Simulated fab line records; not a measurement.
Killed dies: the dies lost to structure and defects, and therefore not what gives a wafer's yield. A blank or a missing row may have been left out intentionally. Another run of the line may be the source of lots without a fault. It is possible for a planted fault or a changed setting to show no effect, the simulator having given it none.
fab line records    flow ritCmos    part 1 of 2: steps 1 to 28 of 39
[record] lots = 5  wafers = 15  lastDay = 7
route steps=202 shown GATE@81 REOX@98 NLDD@103 PLDD@114
lots untouched by any fault: they come from a run of this same line in which no faults occurred
startH: hours from the record's first day to the start of the lot's first wafer shown    waitH: how many hours have passed since the lot's step before this one    " repeats the value in the row above    L1.1+2: one row covering several wafers at once    - no value, or no start given    * or withheld: withheld    < > ~ a bound
route shown NAME@n: NAME is a module with steps in the file, n the number in the route of the first one    usual: the fault-free wafers' mean and standard deviation    same: alike in all rows    chamber/n: place in a boat    sites: the reading at each site    _std_site: the standard deviation of these    _edge_site: inner sites' mean taken away from outer sites' mean    radiusMm: how far each site lies from the wafer's centre    mask NAME#n: copy n    behind: the most recent tool/chamber to have shaped the wafer    hold: why the lot was held/for how many hours/how that ended    device: whichever transistor did not switch (one of n, p or np)    end of line: at the end of the route, the tests of the same wafers    step lacking rows: just its recipe    killed: dies that structure and defects cost at the first sort, which is not the same as the wafer's yield    map: the dies of a wafer, with x for killed, . for not killed, _ for no die there
set.NAME: the setting that was run; set.NAME@STEP: the one run at that earlier step    model.NAME: the simulator's own value behind a step, which no gauge read
a table for each step, a row for each wafer; lots at some steps of the route
services: when a tool's chamber went out of use (startH, in hours from the record's first day, below 0 if earlier), for how many hours, and the reason
[[steps]]
[step RIT_GATE_OXIDATION_05]
[recipe] tempC = 900  ambient = O2  targetThkA = 30  oxTimeS = 270
[usual] spikeTcSourceC = 922.5/2.1
lot.wafer  tool        chamber  startH  waitH  spikeTcSourceC
L074.2     furnace-03  0        33.99   0.5    923.7
L074.3     "           0        "       "      923.6
L074.5     "           0        "       "      925.5
L085.2     furnace-03  0        89.98   1.5    923.5
L085.3     "           0        "       "      924.1
L085.6     "           0        "       "      924.7
L086.2     furnace-01  0        98.43   4.4    921.8
L086.3     "           0        "       "      924.1
L086.5     "           0        "       "      922.9
L087.2     furnace-04  0        103.22  2.6    920.7
L087.3     "           0        "       "      919.3
L087.6     "           0        "       "      918.9
L096.2     furnace-03  0        150.93  2.9    923.3
L096.4     "           0        "       "      925.7
L096.5     "           0        "       "      924.7
[step RIT_GATE_ANNEAL_06]
[recipe] tempC = 900  timeS = 600  ambient = N2O
[usual] spikeTcSourceC = 923.0/1.9
lot.wafer  tool        chamber  startH  waitH  spikeTcSourceC
L074.2     furnace-01  0        35.06   0.0    924.2
L074.3     "           0        "       "      922.9
L074.5     "           0        "       "      923.5
L085.2     furnace-03  0        97.97   6.9    924.4
L085.3     "           0        "       "      922.9
L085.6     "           0        "       "      923.1
L086.2     furnace-04  0        102.97  3.5    920.9
L086.3     "           0        "       "      920.3
L086.5     "           0        "       "      920.5
L087.2     furnace-04  0        104.30  0.0    920.8
L087.3     "           0        "       "      918.5
L087.6     "           0        "       "      921.0
L096.2     furnace-01  0        152.97  1.0    922.6
L096.4     "           0        "       "      923.4
L096.5     "           0        "       "      924.0
[step RIT_GATE_THK_MEAS_07]
[recipe] reads = SiO2_of_GATE_OXIDATION_05
[usual] GATE_OXIDE_THK = 2.99/0.068
lot.wafer  tool          chamber  startH  waitH  GATE_OXIDE_THK[nm]
L074.2     filmMetro-02  -        35.32   0.0    3.08
L074.3     "             -        "       "      2.94
L074.5     "             -        "       "      3.04
L085.2     filmMetro-04  -        98.23   0.0    2.90
L085.3     "             -        "       "      3.00
L085.6     "             -        "       "      2.89
L086.2     filmMetro-04  -        103.23  0.0    3.02
L086.3     "             -        "       "      3.03
L086.5     "             -        "       "      2.91
L087.2     filmMetro-02  -        104.56  0.0    3.03
L087.3     "             -        "       "      3.03
L087.6     "             -        "       "      3.04
L096.2     filmMetro-04  -        153.23  0.0    2.98
L096.4     "             -        "       "      3.03
L096.5     "             -        "       "      2.99
[step RIT_GATE_CVD_08]
[recipe] material = poly-Si  targetThkNm = 250  tempC = 610  precursor = SiH4  timeS = 2220  pressureMtorr = 300  sih4FlowSccm = 100
[usual] spikeTcSourceC = 632.8/1.1
lot.wafer  tool      chamber  startH  waitH  spikeTcSourceC
L074.2     lpcvd-01  0        35.37   0.0    634.4
L074.3     "         0        "       "      633.2
L074.5     "         0        "       "      632.6
L085.2     lpcvd-01  0        98.28   0.0    631.7
L085.3     "         0        "       "      633.4
L085.6     "         0        "       "      633.8
L086.2     lpcvd-02  1        103.87  0.6    632.9
L086.3     "         1        "       "      632.5
L086.5     "         1        "       "      634.1
L087.2     lpcvd-01  1        104.61  0.0    632.5
L087.3     "         1        "       "      631.3
L087.6     "         1        "       "      633.4
L096.2     lpcvd-02  0        153.28  0.0    632.6
L096.4     "         0        "       "      632.8
L096.5     "         0        "       "      634.8
[step RIT_GATE_THK_MEAS_09]
[recipe] reads = poly-Si_of_GATE_CVD_08
[usual] GATE_POLY_THK = 250.0/2.5
lot.wafer  tool          chamber  startH  waitH  GATE_POLY_THK[nm]
L074.2     filmMetro-04  -        37.00   0.0    250.4
L074.3     "             -        "       "      252.3
L074.5     "             -        "       "      250.9
L085.2     filmMetro-01  -        99.91   0.0    246.5
L085.3     "             -        "       "      244.9
L085.6     "             -        "       "      246.0
L086.2     filmMetro-01  -        105.50  0.0    249.4
L086.3     "             -        "       "      248.9
L086.5     "             -        "       "      250.3
L087.2     filmMetro-01  -        106.23  0.0    253.4
L087.3     "             -        "       "      253.1
L087.6     "             -        "       "      250.0
L096.2     filmMetro-01  -        154.91  0.0    246.6
L096.4     "             -        "       "      247.3
L096.5     "             -        "       "      249.8
[step RIT_GATE_HMDS_10]
[recipe] primeTimeS = 60  primeTempC = 140
[usual] exhaustPa = 44.8/0.94
lot.wafer  tool           chamber  startH  waitH  exhaustPa
L074.2     lithoTrack-03  0        37.09   0.1    45.3
L074.3     "              0        "       "      46.1
L074.5     "              0        "       "      46.6
L085.2     lithoTrack-04  0        99.99   0.1    43.5
L085.3     "              0        "       "      43.5
L085.6     "              0        "       "      44.1
L086.2     lithoTrack-03  0        105.57  0.1    46.4
L086.3     "              0        "       "      45.9
L086.5     "              0        "       "      45.4
L087.2     lithoTrack-04  0        106.31  0.1    44.3
L087.3     "              0        "       "      45.2
L087.6     "              0        "       "      44.9
L096.2     lithoTrack-01  0        154.98  0.1    45.1
L096.4     "              0        "       "      44.8
L096.5     "              0        "       "      44.1
[step RIT_GATE_COAT_11]
[recipe] resist = NOVOLAK  spinRpm = 4250  resistThkNm = 850
[usual] exhaustPa = 45.0/0.76
lot.wafer  tool           chamber  startH  waitH  exhaustPa
L074.2     lithoTrack-03  0        37.24   0.1    44.7
L074.3     "              0        "       "      44.6
L074.5     "              0        "       "      44.2
L085.2     lithoTrack-04  0        100.14  0.1    44.4
L085.3     "              0        "       "      45.3
L085.6     "              0        "       "      45.0
L086.2     lithoTrack-03  0        105.72  0.1    44.1
L086.3     "              0        "       "      44.1
L086.5     "              0        "       "      45.2
L087.2     lithoTrack-04  0        106.46  0.1    44.3
L087.3     "              0        "       "      44.6
L087.6     "              0        "       "      44.5
L096.2     lithoTrack-01  0        155.13  0.1    44.8
L096.4     "              0        "       "      43.7
L096.5     "              0        "       "      44.8
[step RIT_GATE_SOFTBAKE_12]
[recipe] resist = NOVOLAK  tempC = 90  timeS = 60
[usual] exhaustPa = 45.0/0.89
lot.wafer  tool           chamber  startH  waitH  exhaustPa
L074.2     lithoTrack-03  0        37.39   0.1    44.8
L074.3     "              0        "       "      44.1
L074.5     "              0        "       "      44.0
L085.2     lithoTrack-04  0        100.29  0.1    42.9
L085.3     "              0        "       "      43.6
L085.6     "              0        "       "      44.0
L086.2     lithoTrack-03  0        105.87  0.1    43.8
L086.3     "              0        "       "      43.5
L086.5     "              0        "       "      43.7
L087.2     lithoTrack-04  0        106.61  0.1    42.6
L087.3     "              0        "       "      43.9
L087.6     "              0        "       "      44.6
L096.2     lithoTrack-01  0        155.28  0.1    46.5
L096.4     "              0        "       "      45.8
L096.5     "              0        "       "      45.8
[step RIT_GATE_EXPOSE_13]
[recipe] maskId = M6  na = 0.6  sourceShape = conventional  sigmaOuter = 0.6  targetCdNm = 150  doseMj = 380
[same] na = 0.6
lot.wafer   tool             chamber  startH  waitH  mask
L074.2+3+5  ilineStepper-02  0        37.53   0.1    M6#0
L085.2+3+6  ilineStepper-02  0        100.43  0.1    M6#0
L086.2+3+5  ilineStepper-02  0        106.02  0.1    M6#0
L087.2+3+6  ilineStepper-01  0        106.88  0.2    M6#0
L096.2+4+5  ilineStepper-01  0        155.43  0.1    M6#0
[step RIT_GATE_PEB_14]
[recipe] resist = NOVOLAK  tempC = withheld  timeS = withheld
[usual] exhaustPa = 45.2/0.87
lot.wafer  tool           chamber  startH  waitH  exhaustPa
L074.2     lithoTrack-04  0        37.66   0.1    45.0
L074.3     "              0        "       "      43.9
L074.5     "              0        "       "      45.6
L085.2     lithoTrack-01  0        100.55  0.1    44.3
L085.3     "              0        "       "      44.7
L085.6     "              0        "       "      45.1
L086.2     lithoTrack-03  0        106.14  0.1    44.4
L086.3     "              0        "       "      44.7
L086.5     "              0        "       "      46.4
L087.2     lithoTrack-01  0        107.00  0.1    45.6
L087.3     "              0        "       "      45.4
L087.6     "              0        "       "      46.1
L096.2     lithoTrack-03  0        155.65  0.2    46.1
L096.4     "              0        "       "      44.9
L096.5     "              0        "       "      45.8
[step RIT_GATE_DEVELOP_15]
[recipe] resist = NOVOLAK  developTimeS = 50  devTempC = 23
[usual] exhaustPa = 44.9/0.99
lot.wafer  tool           chamber  startH  waitH  exhaustPa
L074.2     lithoTrack-04  0        -       -      44.3
L074.3     "              0        "       "      44.5
L074.5     "              0        "       "      46.2
L085.2     lithoTrack-01  0        -       -      45.2
L085.3     "              0        "       "      45.8
L085.6     "              0        "       "      45.5
L086.2     lithoTrack-03  0        -       -      44.6
L086.3     "              0        "       "      44.1
L086.5     "              0        "       "      45.1
L087.2     lithoTrack-01  0        -       -      43.7
L087.3     "              0        "       "      45.3
L087.6     "              0        "       "      43.9
L096.2     lithoTrack-03  0        -       -      45.4
L096.4     "              0        "       "      45.6
L096.5     "              0        "       "      45.5
[step RIT_GATE_CD_MEAS_16]
[recipe] targetCdNm = 150
[usual] cdNm = 149.3/2.2
lot.wafer  tool      chamber  startH  waitH  cdNm
L074.2     cdSem-02  -        37.94   -      146.9
L074.3     "         -        "       "      150.1
L074.5     "         -        "       "      148.3
L085.2     cdSem-02  -        100.83  -      147.7
L085.3     "         -        "       "      146.8
L085.6     "         -        "       "      146.6
L086.2     cdSem-02  -        106.42  -      150.0
L086.3     "         -        "       "      148.4
L086.5     "         -        "       "      147.5
L087.2     cdSem-02  -        107.28  -      149.3
L087.3     "         -        "       "      151.7
L087.6     "         -        "       "      150.8
L096.2     cdSem-02  -        155.93  -      148.8
L096.4     "         -        "       "      147.3
L096.5     "         -        "       "      151.7
[step RIT_GATE_OVL_MEAS_17]
[usual] GATE_OVL = -0.1/1.3
lot.wafer  tool        chamber  startH  waitH  GATE_OVL[nm]
L074.2     overlay-02  -        38.04   0.1    -0.1
L074.3     "           -        "       "      -0.6
L074.5     "           -        "       "      -0.8
L085.2     overlay-02  -        100.94  0.1    1.8
L085.3     "           -        "       "      1.6
L085.6     "           -        "       "      1.7
L086.2     overlay-02  -        106.52  0.1    0.2
L086.3     "           -        "       "      -1.4
L086.5     "           -        "       "      -0.7
L087.2     overlay-01  -        107.38  0.1    1.5
L087.3     "           -        "       "      -0.2
L087.6     "           -        "       "      0.4
L096.2     overlay-02  -        156.03  0.1    -2.3
L096.4     "           -        "       "      -3.3
L096.5     "           -        "       "      -1.4
[step RIT_GATE_HARDBAKE_18]
[recipe] resist = NOVOLAK  tempC = 140  timeS = 60
[usual] exhaustPa = 44.9/0.82
lot.wafer  tool           chamber  startH  waitH  exhaustPa
L074.2     lithoTrack-01  0        38.10   0.0    43.6
L074.3     "              0        "       "      44.0
L074.5     "              0        "       "      43.5
L085.2     lithoTrack-03  0        100.99  0.0    43.9
L085.3     "              0        "       "      44.9
L085.6     "              0        "       "      44.3
L086.2     lithoTrack-01  0        106.73  0.2    44.6
L086.3     "              0        "       "      44.5
L086.5     "              0        "       "      45.0
L087.2     lithoTrack-01  0        107.44  0.0    44.5
L087.3     "              0        "       "      44.7
L087.6     "              0        "       "      44.6
L096.2     lithoTrack-04  0        156.09  0.0    44.9
L096.4     "              0        "       "      45.1
L096.5     "              0        "       "      44.1
[step RIT_GATE_ETCH_19]
[recipe] chemistry = SF6/CHF3/O2  timeS = 165  SF6_flow_sccm = 30  CHF3_flow_sccm = 30  O2_flow_sccm = 5  target = poly-Si  pressureMtorr = 40  rfW = 160  targetDepthA = 3125  overEtchFrac = 0.25  stopOn = SiO2
[usual] SF6_flow_sccm = 30.00/0.09  drypumpMotorCurrentA = 5.6/0.37  oesProductAu = 0.856/0.013  throttleValvePct = 10.28/0.15
lot.wafer  tool      chamber  startH  waitH  SF6_flow_sccm  drypumpMotorCurrentA  oesProductAu  rfHoursCounterH  throttleValvePct
L074.2     rieSi-01  1        38.22   0.1    29.99          6.2                   0.857         26               10.58
L074.3     "         2        "       "      30.08          5.1                   0.867         18               10.30
L074.5     "         1        "       "      30.06          6.2                   0.861         -                10.59
L085.2     rieSi-02  3        101.12  0.1    29.95          5.5                   0.844         14               10.04
L085.3     "         2        "       "      30.04          6.2                   0.839         137              10.32
L085.6     "         1        "       "      30.08          5.3                   0.840         -                10.14
L086.2     rieSi-01  0        106.86  0.1    30.07          5.3                   0.859         1                10.23
L086.3     "         1        "       "      29.93          6.1                   0.856         27               10.58
L086.5     "         0        "       "      29.96          5.3                   0.876         -                10.24
L087.2     rieSi-02  3        107.56  0.1    29.99          5.5                   0.852         14               10.03
L087.3     "         2        "       "      29.86          6.2                   0.858         137              10.31
L087.6     "         3        "       "      29.93          5.5                   0.844         -                10.04
L096.2     rieSi-01  0        156.21  0.1    29.87          5.3                   0.853         1                10.24
L096.4     "         3        "       "      29.77          5.7                   0.828         3                10.32
L096.5     "         1        "       "      29.91          6.2                   0.852         -                10.60
[step RIT_GATE_STRIP_20]
[recipe] chemistry = O2  timeS = 180  resist = NOVOLAK  platenTempC = withheld  powerW = 500  pressureMtorr = 4000  o2FlowSccm = 4000
[usual] drypumpMotorCurrentA = 5.74/0.24
lot.wafer  tool            chamber  startH  waitH  drypumpMotorCurrentA  rfHoursCounterH
L074.2     plasmaAsher-02  0        38.33   0.1    6.06                  40
L074.3     "               1        "       "      5.29                  -
L074.5     "               0        "       "      6.06                  -
L085.2     plasmaAsher-01  1        101.23  0.1    5.66                  28
L085.3     "               0        "       "      5.63                  -
L085.6     "               1        "       "      5.65                  -
L086.2     plasmaAsher-03  1        106.97  0.1    5.67                  46
L086.3     "               0        "       "      6.07                  -
L086.5     "               1        "       "      5.66                  -
L087.2     plasmaAsher-03  1        107.67  0.1    5.67                  46
L087.3     "               1        "       "      5.67                  -
L087.6     "               1        "       "      5.67                  -
L096.2     plasmaAsher-02  0        156.32  0.1    6.05                  4
L096.4     "               0        "       "      6.07                  -
L096.5     "               0        "       "      6.07                  -
[step RIT_GATE_CD_MEAS_90]
[recipe] targetCdNm = 150
[usual] cdNm = 149.2/2.2
lot.wafer  tool      chamber  startH  waitH  cdNm
L074.2     cdSem-01  -        38.52   0.1    147.5
L074.3     "         -        "       "      149.8
L074.5     "         -        "       "      148.2
L085.2     cdSem-01  -        101.42  0.1    147.6
L085.3     "         -        "       "      146.8
L085.6     "         -        "       "      146.6
L086.2     cdSem-01  -        107.16  0.1    149.6
L086.3     "         -        "       "      147.9
L086.5     "         -        "       "      147.0
L087.2     cdSem-01  -        107.87  0.1    149.0
L087.3     "         -        "       "      151.6
L087.6     "         -        "       "      150.7
L096.2     cdSem-02  -        156.52  0.1    148.9
L096.4     "         -        "       "      147.4
L096.5     "         -        "       "      151.6
[step RIT_REOX_CLEAN_00]
[recipe] chemistry = SC1  mix = 3:3:50  timeS = 600  tempC = 75
lot.wafer   tool         chamber  startH  waitH
L074.2+3+5  wetBench-03  0        38.62   0.1
L085.2+3+6  wetBench-04  0        101.52  0.1
L086.2+3+5  wetBench-03  3        107.26  0.1
L087.2+3+6  wetBench-04  1        107.97  0.1
L096.2+4+5  wetBench-03  2        156.62  0.1
[step RIT_REOX_CLEAN_01]
[recipe] chemistry = dHF  dilution = 50:1  timeS = 30
lot.wafer   tool         chamber  startH  waitH
L074.2+3+5  wetBench-04  1        38.80   0.0
L085.2+3+6  wetBench-03  3        102.28  0.0
L086.2+3+5  wetBench-04  3        107.45  0.0
L087.2+3+6  wetBench-03  1        108.35  0.0
L096.2+4+5  wetBench-02  2        156.79  0.0
[step RIT_REOX_CLEAN_02]
[recipe] chemistry = SC2  mix = 3:3:50  timeS = 600  tempC = 75  dry = n2Spin
lot.wafer   tool         chamber  startH  waitH
L074.2+3+5  wetBench-02  1        38.82   0.0
L085.2+3+6  wetBench-02  0        102.30  0.0
L086.2+3+5  wetBench-02  1        107.49  0.0
L087.2+3+6  wetBench-02  0        108.37  0.0
L096.2+4+5  wetBench-03  2        156.81  0.0
[step RIT_REOX_OXIDATION_03]
[recipe] tempC = 900  ambient = O2  targetThkA = 252  oxTimeS = 5580
[usual] spikeTcSourceC = 922.4/1.9
lot.wafer  tool        chamber  startH  waitH  spikeTcSourceC
L074.2     furnace-03  0        39.90   0.9    923.2
L074.3     "           0        "       "      923.9
L074.5     "           0        "       "      924.5
L085.2     furnace-03  0        103.31  0.8    923.1
L085.3     "           0        "       "      923.3
L085.6     "           0        "       "      924.0
L086.2     furnace-04  0        108.27  0.6    922.4
L086.3     "           0        "       "      920.3
L086.5     "           0        "       "      919.9
L087.2     furnace-01  0        110.64  2.1    924.3
L087.3     "           0        "       "      923.1
L087.6     "           0        "       "      923.3
L096.2     furnace-01  0        157.70  0.7    922.4
L096.4     "           0        "       "      922.1
L096.5     "           0        "       "      924.6
[step RIT_REOX_THK_MEAS_04]
[recipe] reads = SiO2_of_REOX_OXIDATION_03
[usual] REOX_OXIDE_THK = 25.3/0.42
lot.wafer  tool          chamber  startH  waitH  REOX_OXIDE_THK[nm]
L074.2     filmMetro-04  -        42.46   0.0    26.1
L074.3     "             -        "       "      25.6
L074.5     "             -        "       "      25.8
L085.2     filmMetro-02  -        105.87  0.0    25.5
L085.3     "             -        "       "      25.5
L085.6     "             -        "       "      25.3
L086.2     filmMetro-02  -        110.83  0.0    25.0
L086.3     "             -        "       "      24.9
L086.5     "             -        "       "      25.0
L087.2     filmMetro-03  -        113.20  0.0    24.4
L087.3     "             -        "       "      24.8
L087.6     "             -        "       "      24.4
L096.2     filmMetro-04  -        160.26  0.0    25.4
L096.4     "             -        "       "      25.1
L096.5     "             -        "       "      25.4
[step RIT_NLDD_HMDS_00]
[recipe] primeTimeS = 60  primeTempC = 140
[usual] exhaustPa = 44.9/0.99
lot.wafer  tool           chamber  startH  waitH  exhaustPa
L074.2     lithoTrack-03  0        42.54   0.1    45.8
L074.3     "              0        "       "      44.9
L074.5     "              0        "       "      45.0
L085.2     lithoTrack-02  0        105.94  0.1    44.3
L085.3     "              0        "       "      44.3
L085.6     "              0        "       "      45.9
L086.2     lithoTrack-03  0        110.90  0.1    46.7
L086.3     "              0        "       "      45.1
L086.5     "              0        "       "      47.3
L087.2     lithoTrack-04  0        113.29  0.1    44.4
L087.3     "              0        "       "      43.8
L087.6     "              0        "       "      43.4
L096.2     lithoTrack-02  0        160.41  0.1    43.9
L096.4     "              0        "       "      44.0
L096.5     "              0        "       "      43.9
[step RIT_NLDD_COAT_01]
[recipe] resist = NOVOLAK  spinRpm = 3250  resistThkNm = 1000
[usual] exhaustPa = 45.0/0.9
lot.wafer  tool           chamber  startH  waitH  exhaustPa
L074.2     lithoTrack-03  0        42.69   0.1    44.6
L074.3     "              0        "       "      43.6
L074.5     "              0        "       "      45.3
L085.2     lithoTrack-02  0        106.09  0.1    44.2
L085.3     "              0        "       "      44.6
L085.6     "              0        "       "      45.3
L086.2     lithoTrack-03  0        111.05  0.1    46.9
L086.3     "              0        "       "      44.8
L086.5     "              0        "       "      45.5
L087.2     lithoTrack-04  0        113.44  0.1    44.0
L087.3     "              0        "       "      44.5
L087.6     "              0        "       "      44.4
L096.2     lithoTrack-02  0        160.56  0.1    46.6
L096.4     "              0        "       "      45.2
L096.5     "              0        "       "      44.3
[step RIT_NLDD_SOFTBAKE_02]
[recipe] resist = NOVOLAK  tempC = 90  timeS = 60
[usual] exhaustPa = 44.8/0.92
lot.wafer  tool           chamber  startH  waitH  exhaustPa
L074.2     lithoTrack-03  0        42.84   0.1    44.6
L074.3     "              0        "       "      43.3
L074.5     "              0        "       "      45.1
L085.2     lithoTrack-02  0        106.24  0.1    45.0
L085.3     "              0        "       "      46.0
L085.6     "              0        "       "      45.4
L086.2     lithoTrack-03  0        111.20  0.1    43.4
L086.3     "              0        "       "      43.7
L086.5     "              0        "       "      44.5
L087.2     lithoTrack-04  0        113.59  0.1    45.6
L087.3     "              0        "       "      44.5
L087.6     "              0        "       "      45.0
L096.2     lithoTrack-02  0        160.71  0.1    45.0
L096.4     "              0        "       "      44.5
L096.5     "              0        "       "      45.3
[step RIT_NLDD_EXPOSE_03]
[recipe] maskId = M7  na = 0.57  targetCdNm = 40700  doseMj = 250
[same] na = 0.57
lot.wafer   tool             chamber  startH  waitH  mask
L074.2+3+5  ilineStepper-01  0        43.11   0.2    M7#0
L085.2+3+6  ilineStepper-02  0        106.39  0.1    M7#0
L086.2+3+5  ilineStepper-01  0        111.47  0.2    M7#0
L087.2+3+6  ilineStepper-01  0        113.74  0.1    M7#0
L096.2+4+5  ilineStepper-01  0        160.98  0.2    M7#0
[step RIT_NLDD_PEB_04]
[recipe] resist = NOVOLAK  tempC = withheld  timeS = withheld
[usual] exhaustPa = 45.0/0.86
lot.wafer  tool           chamber  startH  waitH  exhaustPa
L074.2     lithoTrack-03  0        43.23   0.1    44.8
L074.3     "              0        "       "      44.7
L074.5     "              0        "       "      45.7
L085.2     lithoTrack-02  0        106.51  0.1    45.8
L085.3     "              0        "       "      47.0
L085.6     "              0        "       "      46.2
L086.2     lithoTrack-03  0        111.79  0.3    44.4
L086.3     "              0        "       "      45.5
L086.5     "              0        "       "      45.7
L087.2     lithoTrack-02  0        113.99  0.2    45.8
L087.3     "              0        "       "      45.0
L087.6     "              0        "       "      45.0
L096.2     lithoTrack-02  0        161.10  0.1    44.0
L096.4     "              0        "       "      46.2
L096.5     "              0        "       "      44.0
[step RIT_NLDD_DEVELOP_05]
[recipe] resist = NOVOLAK  developTimeS = 50  devTempC = 23
[usual] exhaustPa = 44.9/0.85
lot.wafer  tool           chamber  startH  waitH  exhaustPa
L074.2     lithoTrack-03  0        -       -      44.3
L074.3     "              0        "       "      44.4
L074.5     "              0        "       "      45.7
L085.2     lithoTrack-02  0        -       -      44.3
L085.3     "              0        "       "      44.0
L085.6     "              0        "       "      44.4
L086.2     lithoTrack-03  0        -       -      45.1
L086.3     "              0        "       "      45.0
L086.5     "              0        "       "      45.3
L087.2     lithoTrack-02  0        -       -      45.5
L087.3     "              0        "       "      45.3
L087.6     "              0        "       "      44.0
L096.2     lithoTrack-02  0        -       -      45.7
L096.4     "              0        "       "      45.4
L096.5     "              0        "       "      45.0
